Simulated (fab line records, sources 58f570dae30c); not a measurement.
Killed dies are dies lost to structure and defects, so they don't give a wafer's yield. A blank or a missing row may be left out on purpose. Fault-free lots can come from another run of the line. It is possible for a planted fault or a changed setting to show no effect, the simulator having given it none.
Which tool is to blame?	flow berkeley_cmos170	Sampling: 14 lots, 42 wafers, 5 of 331 route steps

## WHAT EACH GAUGE READ, for each wafer
UCB170_FIELD_THK_MEAS_91.
lot	measured	on	FIELD_OXIDE_LEFT_2_THK (nm)
L425	day 6 18:18	film_metro-04	344 338 339
L426	day 6 18:38	film_metro-03	342 345 349
L428	day 7 04:46	film_metro-04	345 347 345
L429	day 7 05:07	film_metro-01	338 323 328
L427	day 7 05:12	film_metro-04	356 345 357
L430	day 7 20:55	film_metro-01	350 355 351
L433	day 8 02:19	film_metro-01	336 347 350
L432	day 8 02:58	film_metro-01	345 345 349
L436	day 8 14:49	film_metro-01	366 357 372
L439	day 9 09:59	film_metro-04	339 334 343
L440	day 9 15:56	film_metro-01	353 354 363
L441	day 10 01:16	film_metro-01	353 346 353
L444	day 10 07:25	film_metro-03	353 351 347
L448	day 11 03:24	film_metro-01	352 349 362

UCB170_SILICIDE_THK_MEAS_03: measures by xrf.
lot	measured	on	SILICIDE_TI_THK (nm)
L425	day 8 04:05	film_metro-01	29.9 29.9 30.1
L426	day 8 03:31	film_metro-01	30.9 30.6 30.7
L428	day 8 12:32	film_metro-01	30.2 30.6 29.8
L429	day 8 12:14	film_metro-01	30.7 30.5 30.6
L427	day 8 12:41	film_metro-04	30.9 30.5 30.8
L430	day 9 06:30	film_metro-01	30.8 30.6 30.7
L433	day 9 11:47	film_metro-01	30.1 30.1 30.4
L432	day 9 10:46	film_metro-01	30.5 30.4 30.8
L436	day 9 21:25	film_metro-01	30.6 30.5 30.7
L439	day 10 16:22	film_metro-04	30.2 30.5 30.2
L440	day 10 23:24	film_metro-04	30.4 30.2 30.5
L441	day 11 06:04	film_metro-01	30.6 31.0 30.5
L444	day 11 13:16	film_metro-01	31.1 30.3 30.5
L448	day 12 15:55	film_metro-03	30.2 31.2 30.7

## WHAT TOOL EACH LOT RAN ON (gives the tool, then ch and the chambers of the sampled wafers, and finally the start)
lot	UCB170_GATE_ETCH_14	UCB170_NSD_COAT_01	UCB170_NSD_STRIP_09
L425	rie_diel-04 ch 0,2, day 7 06:34	litho_track-03 ch 0, day 8 00:05	plasma_asher-03 ch 1, day 8 01:36
L426	rie_diel-02 ch 0,2,3, day 7 07:02	litho_track-02 ch 0, day 8 00:03	plasma_asher-04 ch 0,1, day 8 01:29
L428	rie_diel-02 ch 1,2,3, day 7 19:47	litho_track-01 ch 0, day 8 08:48	plasma_asher-03 ch 0,1, day 8 10:25
L429	rie_diel-02 ch 1,2, day 7 20:05	litho_track-03 ch 0, day 8 08:40	plasma_asher-02 ch 0,1, day 8 10:10
L427	rie_diel-04 ch 1,2, day 7 19:55	litho_track-02 ch 0, day 8 08:53	plasma_asher-02 ch 1, day 8 10:28
L430	rie_diel-04 ch 0,1, day 8 10:34	litho_track-03 ch 0, day 9 01:49	plasma_asher-02 ch 1, day 9 03:10
L433	rie_diel-01 ch 0,2,3, day 8 17:11	litho_track-02 ch 0, day 9 06:58	plasma_asher-04 ch 0,1, day 9 09:01
L432	rie_diel-01 ch 0,1,2, day 8 17:27	litho_track-03 ch 0, day 9 06:52	plasma_asher-02 ch 0,1, day 9 08:27
L436	rie_diel-02 ch 1,3, day 9 05:01	litho_track-03 ch 0, day 9 18:08	plasma_asher-03 ch 0, day 9 19:26
L439	rie_diel-04 ch 1,2,3, day 10 00:15	litho_track-01 ch 0, day 10 13:07	plasma_asher-02 ch 0,1, day 10 14:28
L440	rie_diel-02 ch 0,3, day 10 06:19	litho_track-01 ch 0, day 10 19:53	plasma_asher-03 ch 0,1, day 10 21:19
L441	rie_diel-01 ch 0,1, day 10 13:18	litho_track-01 ch 0, day 11 02:40	plasma_asher-02 ch 0,1, day 11 04:02
L444	rie_diel-04 ch 0,2,3, day 10 21:25	litho_track-01 ch 0, day 11 08:34	plasma_asher-03 ch 0,1, day 11 09:41
L448	rie_diel-01 ch 0,1, day 11 18:39	litho_track-01 ch 0, day 12 12:56	plasma_asher-02 ch 0,1, day 12 14:02
- UCB170_GATE_ETCH_14: etches BARC in N2/H2.
- UCB170_NSD_COAT_01: resist thk 900 nm.
- UCB170_NSD_STRIP_09: strips in O2.

## AS READ BY THE TOOLS THEMSELVES (means over the sampled wafers that have a number; for cases with no such wafer, the mark the record gives instead)
UCB170_GATE_ETCH_14.
lot	tool	bias_w (W)	drypump_motor_current_A (A)	oes_product_au (a.u.)	throttle_valve_pct (%)
L425	rie_diel-04	99.75	5.9	1.008	13.01
L426	rie_diel-02	99.95	6.0	0.983	13.38
L428	rie_diel-02	99.78	5.7	0.990	13.40
L429	rie_diel-02	100.01	5.4	0.997	13.42
L427	rie_diel-04	100.04	5.9	0.986	13.21
L430	rie_diel-04	100.10	5.2	1.026	13.27
L433	rie_diel-01	99.73	5.6	1.014	13.19
L432	rie_diel-01	99.86	5.6	0.999	13.18
L436	rie_diel-02	100.05	5.7	0.991	13.35
L439	rie_diel-04	100.12	5.8	0.995	13.24
L440	rie_diel-02	99.82	6.1	0.987	13.30
L441	rie_diel-01	99.88	5.5	0.995	13.19
L444	rie_diel-04	99.98	5.6	0.992	13.21
L448	rie_diel-01	100.00	5.5	0.989	13.18

UCB170_NSD_COAT_01.
lot	tool	spin_speed_rpm (rpm)
L425	litho_track-03	1501.2
L426	litho_track-02	1499.8
L428	litho_track-01	1500.9
L429	litho_track-03	1499.7
L427	litho_track-02	1500.2
L430	litho_track-03	1499.1
L433	litho_track-02	1500.1
L432	litho_track-03	1571.6
L436	litho_track-03	1570.3
L439	litho_track-01	1499.3
L440	litho_track-01	1501.0
L441	litho_track-01	1500.2
L444	litho_track-01	1500.9
L448	litho_track-01	1499.8

UCB170_NSD_STRIP_09.
lot	tool	drypump_motor_current_A (A)	oes_product_au (a.u.)	strip_time_to_endpoint_s (s)
L425	plasma_asher-03	5.84	0.531	35.82
L426	plasma_asher-04	5.31	0.532	35.92
L428	plasma_asher-03	5.68	0.536	35.87
L429	plasma_asher-02	5.90	0.529	35.80
L427	plasma_asher-02	6.07	0.534	35.80
L430	plasma_asher-02	6.04	0.534	35.78
L433	plasma_asher-04	5.31	0.534	35.73
L432	plasma_asher-02	5.87	0.533	35.38
L436	plasma_asher-03	5.27	0.529	35.38
L439	plasma_asher-02	5.87	0.533	35.87
L440	plasma_asher-03	5.48	0.536	35.71
L441	plasma_asher-02	5.74	0.536	35.85
L444	plasma_asher-03	5.48	0.538	35.71
L448	plasma_asher-02	5.89	0.535	35.84

## THE ANSWER, worked out from the rows above alone
Rule: the usual values come from the lots themselves. The widest of any qualifying gaps counts: lots, ordered by their means at a reading, are off when they make up no more than a third of the lots, leave a main group of 4 or more, and stand apart from it by 3 or more times the standard deviation of that group's means. A main group is skipped when, at the precision printed for the reading in the tables above, its means are all equal. Also off: a lot with no number at a reading for which 4 or more lots have one. Where the step has rows for the other lots, those lots are counted as sound. Order of review: gauges by route order, followed by the tools' own readings, for which a lot's mean as printed above is used. The first step at which some lot is off is used, and at that step the reading that is off furthest; a lot without a number counts as furthest.
Off at UCB170_NSD_COAT_01 (spin_speed_rpm): L432, L436. Main group: mean 1500.2 rpm, sd 0.66.
If a tool, at that step or one of the process steps before it, ran each lot that is off and ran no sound lot following the first of them, it fits. One fits: UCB170_NSD_COAT_01 on litho_track-03. A fault onset in the window from L430 (day 9 01:49, its last sound lot) to L432 (day 9 06:52, its first lot off) fits.
The tool's own readings at UCB170_NSD_COAT_01 bear it out: on the lots that are off they differ by more than 5 times the standard deviation of the sound lots' means. spin_speed_rpm reads 1570.9 rpm there against 1500.2 rpm on the sound lots.

## WHAT HAD BEEN PUT IN BY THE SIMULATOR
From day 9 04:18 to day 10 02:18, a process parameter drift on litho_track-03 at UCB170_NSD_COAT_01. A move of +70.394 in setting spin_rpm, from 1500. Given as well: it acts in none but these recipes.
Shown lots that were struck: L432, L436. This agrees with what the rule above found.
